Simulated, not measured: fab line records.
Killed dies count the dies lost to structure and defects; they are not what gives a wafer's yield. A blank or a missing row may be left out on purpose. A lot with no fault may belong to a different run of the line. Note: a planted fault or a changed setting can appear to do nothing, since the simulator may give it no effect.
Split-lot trial | flow rit-cmos | route with 202 steps; 5 lots, 23 wafers read

THE SPLIT ITSELF
At RIT_NRETRO_COAT_01 (resist thk 1300 nm), the setting resist-thk-nm was moved away from the recipe's 1300 nm on 5 of the 23 wafers read, by -4.2% to +3.5%. The other wafers ran this setting at the recipe's value.

FROM THE SPLIT TO THE READING: what the file shows between them, 3 steps
- RIT_NRETRO_SOFTBAKE_02: time 60 s
- RIT_NRETRO_EXPOSE_03: exposes mask M4, target cd 43900 nm
- RIT_NRETRO_DEVELOP_05: develop time 68 s

THE READING
NOVOLAK_of_NRETRO_COAT_01.thk-nm (the simulator's own value, which no gauge read), in nm, at RIT_NRETRO_HARDBAKE_07 (time 120 s). No usual value for it is given in the file. The 18 wafers here that ran the recipe average 1137 nm, standard deviation 2.3 nm.

wafer  | tool, chamber at the split | resist-thk-nm as run, nm | against the recipe | NOVOLAK_of_NRETRO_COAT_01.thk-nm, nm | against lot-mates on the recipe
L077.1 | litho-track-02, 0          | 1346                     | +3.5%              | 1175                                 | +39
L077.2 | litho-track-02, 0          | 1300                     | recipe             | 1135                                 | -
L077.3 | litho-track-02, 0          | 1346                     | +3.5%              | 1172                                 | +36
L077.5 | litho-track-02, 0          | 1346                     | +3.5%              | 1176                                 | +40
L077.6 | litho-track-02, 0          | 1300                     | recipe             | 1137                                 | -
L079.1 | litho-track-01, 0          | 1300                     | recipe             | 1137                                 | -
L079.3 | litho-track-01, 0          | 1300                     | recipe             | 1140                                 | -
L079.4 | litho-track-01, 0          | 1300                     | recipe             | 1143                                 | -
L081.1 | litho-track-01, 0          | 1300                     | recipe             | 1135                                 | -
L081.2 | litho-track-01, 0          | 1300                     | recipe             | 1139                                 | -
L081.5 | litho-track-01, 0          | 1300                     | recipe             | 1139                                 | -
L081.3 | litho-track-01, 0          | 1300                     | recipe             | 1138                                 | -
L081.6 | litho-track-01, 0          | 1300                     | recipe             | 1136                                 | -
L082.1 | litho-track-03, 0          | 1245                     | -4.2%              | 1088                                 | -47
L082.2 | litho-track-03, 0          | 1300                     | recipe             | 1137                                 | -
L082.3 | litho-track-03, 0          | 1300                     | recipe             | 1134                                 | -
L082.4 | litho-track-03, 0          | 1245                     | -4.2%              | 1086                                 | -49
L082.5 | litho-track-03, 0          | 1300                     | recipe             | 1133                                 | -
L085.1 | litho-track-02, 0          | 1300                     | recipe             | 1138                                 | -
L085.6 | litho-track-02, 0          | 1300                     | recipe             | 1138                                 | -
L085.2 | litho-track-02, 0          | 1300                     | recipe             | 1136                                 | -
L085.4 | litho-track-02, 0          | 1300                     | recipe             | 1136                                 | -
L085.3 | litho-track-02, 0          | 1300                     | recipe             | 1135                                 | -

THE FIT
A straight line over all 23 wafers: NOVOLAK_of_NRETRO_COAT_01.thk-nm changes by +11.2 nm for each +1% of resist-thk-nm; r = +0.99; the points scatter about the line by 2.5 nm.
The same after taking each lot's own level away (the mean of its wafers on the recipe; 23 wafers): +11.1 nm for each +1%; r = +1.00; scatter 1.7 nm.
According to that fit, moving resist-thk-nm by its largest amount changes the reading by 47 nm.
The span of the lots' own levels, 1134.7 to 1140.0 nm, comes to 2.3 times the standard deviation stated above.
So the lot-to-lot level changes the slope little: the two slopes agree.
Check: with one of the wafers moved furthest among these (-4.2%) left out of the fit, the line predicts -47 nm for it against its lot-mates. It came out at -46.7 nm against them.

FURTHER SPLITS ON THESE WAFERS
Note: prior to the reading, these wafers also went through further splits. Each is held against what the fit with the lots' levels taken away leaves over:
other split on the same wafers    | wafers away from the commonest value | r with NOVOLAK_of_NRETRO_COAT_01.thk-nm (lot level and that fit taken away)
RIT_ACTIVE_OXIDATION_01 ox-time-s | 18                                   | -0.06
RIT_NWELL_COAT_01 resist-thk-nm   | 7                                    | +0.03
RIT_PWELL_IMPLANT_08 dose-cm2     | 9                                    | +0.11

THE WHOLE CHAIN: every reading that the file lists as answering this split, in the file's order
step                   | what it does       | reading                                                                           | change (the file's fit)              | r (the file's)
RIT_NRETRO_COAT_01     | resist thk 1300 nm | NOVOLAK_of_NRETRO_COAT_01.thk-nm (the simulator's own value, which no gauge read) | +12.8 nm for each +1% of the setting | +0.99
RIT_NRETRO_HARDBAKE_07 | time 120 s         | NOVOLAK_of_NRETRO_COAT_01.thk-nm (the simulator's own value, which no gauge read) | +11 nm for each +1% of the setting   | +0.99

FILE'S OWN FIT
NOVOLAK_of_NRETRO_COAT_01.thk-nm changes by +11 nm for each +1% of resist-thk-nm, r = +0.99.
